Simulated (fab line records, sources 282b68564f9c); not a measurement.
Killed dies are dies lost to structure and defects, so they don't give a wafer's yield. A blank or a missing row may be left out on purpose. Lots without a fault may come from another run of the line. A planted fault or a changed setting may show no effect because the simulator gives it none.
fab line records | flow rit_cmos
record lots=6 wafers=18 last_day=7
route steps=202 shown NSD@138 PSD@142 SDANNEAL@153 M1@202
lots that met no fault: from a run of the same line without faults
start_h: hours from the record's first day to the start of the lot's first wafer shown | wait_h: hours since the lot's step before | " the same as in the row above | L1.1+2: a row that stands for several wafers | - no value, or no start given | * or withheld: withheld | < > ~ a bound
route shown NAME@n: a module of which the file shows steps, and the number in the route of the first | usual: mean/standard deviation of fault-free wafers | same: alike in all rows | chamber/n: place in a boat | sites: the reading at each site | _std_site: their standard deviation | _edge_site: outer sites' mean less inner sites' | radius_mm: how far each site lies from the wafer's centre | mask NAME#n: copy n | behind: the tool/chamber that last shaped the wafer | hold: why the lot was held/for how many hours/how that ended | device: the transistor (n, p or np) that didn't switch | end of line: the same wafers' tests at the end of the route | a step without rows: its recipe alone | killed: dies lost to structure and defects at the first sort, not the wafer's yield | map: a wafer's dies, x killed, . not, _ none there
set.NAME: the setting as run; set.NAME@STEP: as run at that earlier step | model.NAME: the simulator's own value behind a step, which no gauge read
lots at some steps of the route; a table a step, a row a wafer
services: from which hour (start_h, from the record's first day; less than 0 if before it) a tool's chamber was out of use, for how many hours, and why
## steps
# step RIT_NSD_HARDBAKE_07
# recipe resist=NOVOLAK temp_c=140 time_s=60
# step RIT_NSD_IMPLANT_08
# recipe species=P energy_kev=25 dose_cm2=1e+15 tilt_deg=7
# step RIT_NSD_STRIP_09
# recipe chemistry=O2 time_s=180 resist=NOVOLAK platen_temp_c=withheld power_w=514.7 pressure_mtorr=4000 o2_flow_sccm=4000
# usual drypump_motor_current_A=5.9/0.47 o2_flow_sccm=4001/13
# columns lot.wafer tool chamber start_h wait_h drypump_motor_current_A o2_flow_sccm rf_hours_counter_h
L578.3 plasma_asher-01 1 54.88 0.1 5.7 4013 -
L578.4 " 0 " " 5.2 4004 -
L578.6 " 0 " " 5.2 3993 -
L586.1 plasma_asher-02 0 92.48 0.1 5.8 4005 45
L586.2 " 1 " " 5.7 4034 45
L586.4 " 1 " " 5.7 3992 -
L587.1 plasma_asher-02 1 98.34 0.1 5.7 3985 46
L587.3 " 1 " " 5.7 3980 -
L587.4 " 0 " " 5.8 4014 -
L592.3 plasma_asher-03 1 126.53 0.1 6.7 3978 -
L592.4 " 0 " " 6.4 4016 -
L592.6 " 0 " " 6.4 4010 -
L598.1 plasma_asher-03 0 154.40 0.1 6.5 4005 48
L598.2 " 1 " " 6.7 3984 48
L598.3 " 0 " " 6.4 3997 -
L600.1 plasma_asher-03 0 165.46 0.1 6.4 3996 49
L600.2 " 1 " " 6.7 4017 49
L600.5 " 1 " " 6.7 4002 -
# step RIT_NSD_TW_MEAS_10
# usual NSD_TW=3082/23
# columns lot.wafer tool chamber start_h wait_h NSD_TW
L578.3 film_metro-02 - 55.02 0.1 3110
L578.4 " - " " 3112
L578.6 " - " " 3110
L586.1 film_metro-04 - 92.66 0.1 3071
L586.2 " - " " 3095
L586.4 " - " " 3055
L587.1 film_metro-03 - 98.52 0.1 3045
L587.3 " - " " 3053
L587.4 " - " " 3064
L592.3 film_metro-04 - 126.67 0.1 3071
L592.4 " - " " 3064
L592.6 " - " " 3070
L598.1 film_metro-02 - 154.58 0.1 3094
L598.2 " - " " 3111
L598.3 " - " " 3120
L600.1 film_metro-03 - 165.64 0.1 3073
L600.2 " - " " 3034
L600.5 " - " " 3070
# step RIT_PSD_HMDS_00
# recipe prime_time_s=60 prime_temp_c=140
# step RIT_PSD_COAT_01
# recipe resist=NOVOLAK spin_rpm=3191 resist_thk_nm=1000
# step RIT_PSD_SOFTBAKE_02
# recipe resist=NOVOLAK temp_c=90 time_s=60
# step RIT_PSD_EXPOSE_03
# recipe mask_id=M10 na=0.57 target_cd_nm=40900 dose_mj=250
# step RIT_PSD_PEB_04
# recipe resist=NOVOLAK temp_c=withheld time_s=withheld
# step RIT_PSD_DEVELOP_05
# recipe resist=NOVOLAK develop_time_s=50 dev_temp_c=23
# step RIT_PSD_OVL_MEAS_06
# usual PSD_OVL=-0.2/1.2
# columns lot.wafer tool chamber start_h wait_h PSD_OVL[nm]
L578.3 overlay-02 - 56.05 - 0.3
L578.4 " - " " 0.0
L578.6 " - " " 0.3
L586.1 overlay-02 - 93.63 - -0.6
L586.2 " - " " -0.2
L586.4 " - " " -0.7
L587.1 overlay-02 - 99.55 - -0.8
L587.3 " - " " 0.1
L587.4 " - " " 1.0
L592.3 overlay-02 - 127.57 - -0.4
L592.4 " - " " -1.0
L592.6 " - " " -0.9
L598.1 overlay-02 - 155.61 - -3.1
L598.2 " - " " -1.5
L598.3 " - " " -0.5
L600.1 overlay-02 - 166.55 - 0.8
L600.2 " - " " 1.5
L600.5 " - " " -1.1
# step RIT_PSD_HARDBAKE_07
# recipe resist=NOVOLAK temp_c=140 time_s=60
# step RIT_PSD_IMPLANT_08
# recipe species=BF2 energy_kev=27 dose_cm2=5e+15 tilt_deg=7
# usual beam_energy_keV=26.999/0.0081
# same implant_ion_amu=49
# columns lot.wafer tool chamber start_h wait_h beam_energy_keV model.implant.rp_nm model.implant.drp_nm
L578.3 implanter-01 0 56.27 0.1 26.991 22.26 12.05
L578.4 " 0 " " 27.003 22.26 12.05
L578.6 " 0 " " 26.994 22.26 12.05
L586.1 implanter-01 0 93.81 0.1 32.942 25.47 13.85
L586.2 " 0 " " 32.936 25.47 13.85
L586.4 " 0 " " 32.938 25.47 13.85
L587.1 implanter-01 0 99.74 0.1 32.948 25.65 13.85
L587.3 " 0 " " 32.953 25.65 13.85
L587.4 " 0 " " 32.949 25.65 13.85
L592.3 implanter-04 0 127.79 0.1 26.997 22.55 12.05
L592.4 " 0 " " 26.998 22.55 12.05
L592.6 " 0 " " 27.003 22.55 12.05
L598.1 implanter-04 0 155.80 0.1 26.990 21.56 12.05
L598.2 " 0 " " 26.994 21.56 12.05
L598.3 " 0 " " 27.006 21.56 12.05
L600.1 implanter-04 0 166.73 0.1 26.987 22.3 12.05
L600.2 " 0 " " 27.003 22.3 12.05
L600.5 " 0 " " 26.987 22.3 12.05
# step RIT_PSD_STRIP_09
# recipe chemistry=O2 time_s=180 resist=NOVOLAK platen_temp_c=withheld power_w=500 pressure_mtorr=4000 o2_flow_sccm=4000
# usual drypump_motor_current_A=5.6/0.61 o2_flow_sccm=4002/12
# columns lot.wafer tool chamber start_h wait_h drypump_motor_current_A o2_flow_sccm rf_hours_counter_h
L578.3 plasma_asher-03 1 56.43 0.1 6.7 4017 -
L578.4 " 0 " " 6.4 3978 -
L578.6 " 1 " " 6.7 4002 -
L586.1 plasma_asher-01 0 93.96 0.1 5.2 4006 31
L586.2 " 1 " " 5.7 4011 31
L586.4 " 0 " " 5.2 4003 -
L587.1 plasma_asher-04 1 99.89 0.1 4.9 3998 46
L587.3 " 0 " " 5.4 3982 -
L587.4 " 1 " " 4.9 4004 -
L592.3 plasma_asher-03 0 127.95 0.1 6.4 3975 -
L592.4 " 1 " " 6.7 4018 -
L592.6 " 1 " " 6.7 4018 -
L598.1 plasma_asher-03 0 155.95 0.1 6.4 4005 48
L598.2 " 1 " " 6.7 3995 48
L598.3 " 0 " " 6.4 4000 -
L600.1 plasma_asher-01 0 166.88 0.1 5.2 4003 39
L600.2 " 1 " " 5.7 4019 39
L600.5 " 1 " " 5.7 4012 -
# step RIT_PSD_TW_MEAS_10
# usual PSD_TW=3380/20
# columns lot.wafer tool chamber start_h wait_h PSD_TW
L578.3 film_metro-02 - 56.57 0.1 3417
L578.4 " - " " 3436
L578.6 " - " " 3409
L586.1 film_metro-02 - 94.14 0.1 3560
L586.2 " - " " 3568
L586.4 " - " " 3548
L587.1 film_metro-02 - 100.06 0.1 3561
L587.3 " - " " 3552
L587.4 " - " " 3560
L592.3 film_metro-02 - 128.09 0.1 3420
L592.4 " - " " 3420
L592.6 " - " " 3417
L598.1 film_metro-02 - 156.12 0.1 3414
L598.2 " - " " 3404
L598.3 " - " " 3395
L600.1 film_metro-04 - 167.06 0.1 3371
L600.2 " - " " 3388
L600.5 " - " " 3373
# step RIT_SDANNEAL_CLEAN_00
# recipe chemistry=SC1 mix=3:3:50 time_s=600 temp_c=75
# step RIT_SDANNEAL_CLEAN_01
# recipe chemistry=dHF dilution=50:1 time_s=30
# step RIT_SDANNEAL_CLEAN_02
# recipe chemistry=SC2 mix=3:3:50 time_s=600 temp_c=75 dry=n2_spin
# step RIT_SDANNEAL_RTA_03
# recipe temp_c=1050 time_s=5 idle_temp_c=600 ramp_up_c_per_s=342 ramp_down_c_per_s=171 cool_to_c=600 ambient=N2
# usual wafer_temp_C_max=1053.5/1.2
# columns lot.wafer tool chamber start_h wait_h wafer_temp_C_max
L578.3 rtp_anneal-02 0 56.99 0.0 1052.0
L578.4 " 0 " " 1053.4
L578.6 " 0 " " 1051.5
L586.1 rtp_anneal-02 0 94.56 0.0 1055.8
L586.2 " 0 " " 1053.0
L586.4 " 0 " " 1055.2
L587.1 rtp_anneal-01 0 100.52 0.0 1054.4
L587.3 " 0 " " 1053.7
L587.4 " 0 " " 1053.9
L592.3 rtp_anneal-02 0 128.52 0.0 1053.2
L592.4 " 0 " " 1053.7
L592.6 " 0 " " 1053.4
L598.1 rtp_anneal-02 0 156.62 0.0 1054.9
L598.2 " 0 " " 1054.4
L598.3 " 0 " " 1052.6
L600.1 rtp_anneal-02 0 167.50 0.0 1054.4
L600.2 " 0 " " 1052.1
L600.5 " 0 " " 1054.0
# step RIT_SDANNEAL_RS_MEAS_04
# recipe thk_meas_gauge=four-point-probe
# usual PSD_RS=115.9/0.3
# columns lot.wafer tool chamber start_h wait_h PSD_RS[ohm/sq]
L578.3 film_metro-03 - 57.07 0.1 116.1
L578.4 " - " " 116.3
L578.6 " - " " 116.2
L586.1 film_metro-02 - 94.62 0.0 104.1
L586.2 " - " " 104.1
L586.4 " - " " 104.1
L587.1 film_metro-02 - 100.58 0.0 104.2
L587.3 " - " " 104.3
L587.4 " - " " 104.4
L592.3 film_metro-04 - 128.59 0.1 116.0
L592.4 " - " " 116.3
L592.6 " - " " 115.7
L598.1 film_metro-03 - 156.68 0.0 116.2
L598.2 " - " " 116.2
L598.3 " - " " 115.7
L600.1 film_metro-04 - 167.56 0.0 116.0
L600.2 " - " " 116.0
L600.5 " - " " 116.3
# step RIT_SDANNEAL_RS_MEAS_05
# recipe thk_meas_gauge=four-point-probe
# usual NSD_RS=84.53/0.3
# columns lot.wafer tool chamber start_h wait_h NSD_RS[ohm/sq]
L578.3 film_metro-03 - 57.19 0.1 84.53
L578.4 " - " " 84.24
L578.6 " - " " 84.71
L586.1 film_metro-02 - 94.74 0.1 84.28
L586.2 " - " " 84.48
L586.4 " - " " 84.23
L587.1 film_metro-02 - 100.70 0.1 84.20
L587.3 " - " " 84.05
L587.4 " - " " 84.05
L592.3 film_metro-04 - 128.71 0.1 85.11
L592.4 " - " " 84.99
L592.6 " - " " 84.74
L598.1 film_metro-03 - 156.80 0.1 84.46
L598.2 " - " " 84.82
L598.3 " - " " 84.60
L600.1 film_metro-04 - 167.68 0.1 84.75
L600.2 " - " " 84.64
L600.5 " - " " 84.89
# step RIT_M1_PROBE_99
# usual killed_at_front_end=7/3.1 killed_dies=7/3.1 killed_open=3.5/2.1 killed_short=3.5/2
# same gross_dies=264 killed_at_M0_to_M3=0 killed_at_M4_up=0 killed_at_back_side=0 killed_at_contacts=0 killed_at_other=0
# columns lot.wafer tool chamber start_h wait_h killed_at_front_end killed_dies killed_open killed_short model.etest.nwell_pinched.rs_ohm_sq model.etest.contact_pplus.end_ohm_um model.etest.diode_pplus_nwell.bv_v model.etest.vpnp.gain model.etest.diode_pplus_nwell.cj_ff_um2 model.etest.diode_pplus_comb.cj_ff_um2 model.etest.pmos_0p15.bv_v model.etest.pmos_0p3.bv_v
L578.3 prober-02 - 64.39 0.2 7 7 3 4 332.9 40.85 6.714 1.094 1.688 1.984 5.861 5.86
L578.4 prober-02 - 64.44 0.2 14 14 8 6 335.5 42.8 6.648 1.086 1.691 1.981 5.893 5.891
L578.6 prober-02 - 64.54 0.2 5 5 3 2 334.3 41.71 6.665 1.095 1.687 1.982 5.848 5.846
L586.1 prober-02 - 104.02 0.1 4 4 2 2 341 38.75 6.812 1.258 1.619 1.939 5.875 5.873
L586.2 prober-02 - 104.07 0.1 4 4 3 1 340.8 37.34 6.918 1.287 1.595 1.935 5.914 5.91
L586.4 prober-02 - 104.17 0.2 5 5 2 3 340.9 37.63 6.903 1.259 1.601 1.937 5.912 5.907
L592.3 prober-02 - 136.53 0.2 10 10 7 3 336.9 39.3 6.662 1.12 1.665 1.978 5.845 5.844
L592.4 prober-02 - 136.58 0.2 13 13 6 7 341.1 41.63 6.796 1.125 1.656 1.959 5.878 5.877
L592.6 prober-02 - 136.68 0.2 12 12 3 9 339.1 40.96 6.746 1.117 1.656 1.973 5.889 5.887
L598.1 prober-02 - 164.22 0.1 2 2 1 1 336 43.18 6.575 1.048 1.71 2.007 5.782 5.781
L598.2 prober-02 - 164.27 0.1 5 5 3 2 338.4 43.13 6.635 1.075 1.698 2.009 5.813 5.812
L598.3 prober-02 - 164.32 0.2 6 6 1 4 336.5 42.88 6.569 1.081 1.712 2.019 5.795 5.795
L600.1 prober-01 - 175.09 0.1 5 5 3 2 342.1 42.54 6.769 1.134 1.67 1.963 5.848 5.848
L600.2 prober-01 - 175.14 0.1 8 8 3 5 341.9 43.35 6.643 1.094 1.69 1.988 5.822 5.822
L600.5 prober-01 - 175.29 0.2 3 3 3 0 336 42.21 6.689 1.09 1.675 1.971 5.857 5.856
# killed by level:class
L578.3 FOX1:geometric_particle:open=2 REOX:geometric_particle:short=2 FOX2:geometric_particle:short=1 GATE:geometric_particle:short=1 SPACER:geometric_particle:open=1
L578.4 FOX1:geometric_particle:open=3 GATE:geometric_particle:open=3 SPACER:geometric_particle:short=3 FOX1:geometric_particle:short=2 GATE:geometric_particle:short=1 REOX:geometric_particle:open=1 SPACER:geometric_particle:open=1
L578.6 FOX1:geometric_particle:short=1 GATE:geometric_particle:open=1 REOX:geometric_particle:short=1 REOX:geometric_particle:open=1 SPACER:geometric_particle:open=1
L586.1 FOX1:geometric_particle:short=1 GATE:geometric_particle:open=1 REOX:geometric_particle:open=1 SPACER:geometric_particle:short=1
L586.2 GATE:geometric_particle:open=2 REOX:geometric_particle:short=1 SPACER:geometric_particle:open=1
L586.4 GATE:geometric_particle:short=2 FOX2:geometric_particle:open=1 REOX:geometric_particle:open=1 REOX:geometric_particle:short=1
L592.3 GATE:geometric_particle:open=2 REOX:geometric_particle:open=2 SILICIDE:geometric_particle:open=2 FOX1:geometric_particle:short=1 FOX2:geometric_particle:open=1 GATE:geometric_particle:short=1 REOX:geometric_particle:short=1
L592.4 FOX1:geometric_particle:open=5 FOX1:geometric_particle:short=3 SPACER:geometric_particle:short=2 GATE:geometric_particle:open=1 GATE:geometric_particle:short=1 SILICIDE:geometric_particle:short=1
L592.6 FOX1:geometric_particle:short=3 GATE:geometric_particle:short=3 ACTIVE:geometric_particle:short=1 FOX1:geometric_particle:open=1 GATE:geometric_particle:open=1 SPACER:geometric_particle:short=1 SILICIDE:geometric_particle:open=1 SILICIDE:geometric_particle:short=1
L598.1 GATE:geometric_particle:open=1 GATE:geometric_particle:short=1
L598.2 GATE:geometric_particle:short=2 GATE:geometric_particle:open=1 REOX:geometric_particle:open=1 SILICIDE:geometric_particle:open=1
L598.3 GATE:geometric_particle:short=4 GATE:geometric_particle:open=1 NLDD:coat_microbubble_printed=1
L600.1 GATE:geometric_particle:open=3 GATE:geometric_particle:short=1 SILICIDE:geometric_particle:short=1
L600.2 GATE:geometric_particle:short=4 GATE:geometric_particle:open=2 SPACER:geometric_particle:short=1 SPACER:geometric_particle:open=1
L600.5 GATE:geometric_particle:open=2 REOX:geometric_particle:open=1
## services
# columns tool chamber start_h hours kind
plasma_asher-04 - 31.89 3.0 repair
plasma_asher-04 - 68.29 2.8 pm
implanter-04 - 85.60 4.5 pm
plasma_asher-02 - 91.14 0.5 repair
plasma_asher-03 - 93.48 28.1 pm
plasma_asher-02 - 104.86 3.3 repair
plasma_asher-02 - 105.39 0.4 repair
plasma_asher-02 - 108.81 9.0 pm
plasma_asher-02 0 108.81 9.0 vent_cycle
plasma_asher-02 1 108.81 9.0 vent_cycle
plasma_asher-02 0 117.81 - clean
plasma_asher-02 1 117.81 - clean
plasma_asher-03 - 144.28 5.9 repair
implanter-01 - 166.21 4.1 repair
## key
first_sign step=RIT_PSD_IMPLANT_08 reading=beam_energy_keV direction=up sigmas=99+ usual=26.999 struck=32.944
effect step=RIT_PSD_TW_MEAS_10 reading=PSD_TW direction=up sigmas=9 usual=3380 struck=3558
effect step=RIT_SDANNEAL_RS_MEAS_04 reading=PSD_RS direction=down sigmas=39 usual=115.9 struck=104.2
model_effect step=RIT_PSD_IMPLANT_08 value=implant.rp_nm without=21.77 struck=25.56
model_effect step=RIT_M1_PROBE_99 value=etest.nwell_pinched.rs_ohm_sq without=336.7 struck=340.9
met_at RIT_PSD_IMPLANT_08
struck_wafers L586.1,L586.2,L586.4,L587.1,L587.3,L587.4
rows_end L587.1,L587.3,L587.4
tester_left_out L586
onset_between 56.27 93.81
fault kind=process_parameter_drift tool=implanter-01 chamber=- onset_h=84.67 steps=RIT_PSD_IMPLANT_08 channel=energy_kev offset=5.94 shape=step end_h=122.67 acts_in=these_recipes_only stated=27
# tester_left_out: of these lots the tester's yield and bins aren't shown, on N5 and GAA mostly nor the transistor test; their killed dies are dies lost to structure and defects alone, not to doping, threshold or leakage, so they don't give the yield
# rows_end: these wafers met a further fault down the route, and their rows from its step on are left out
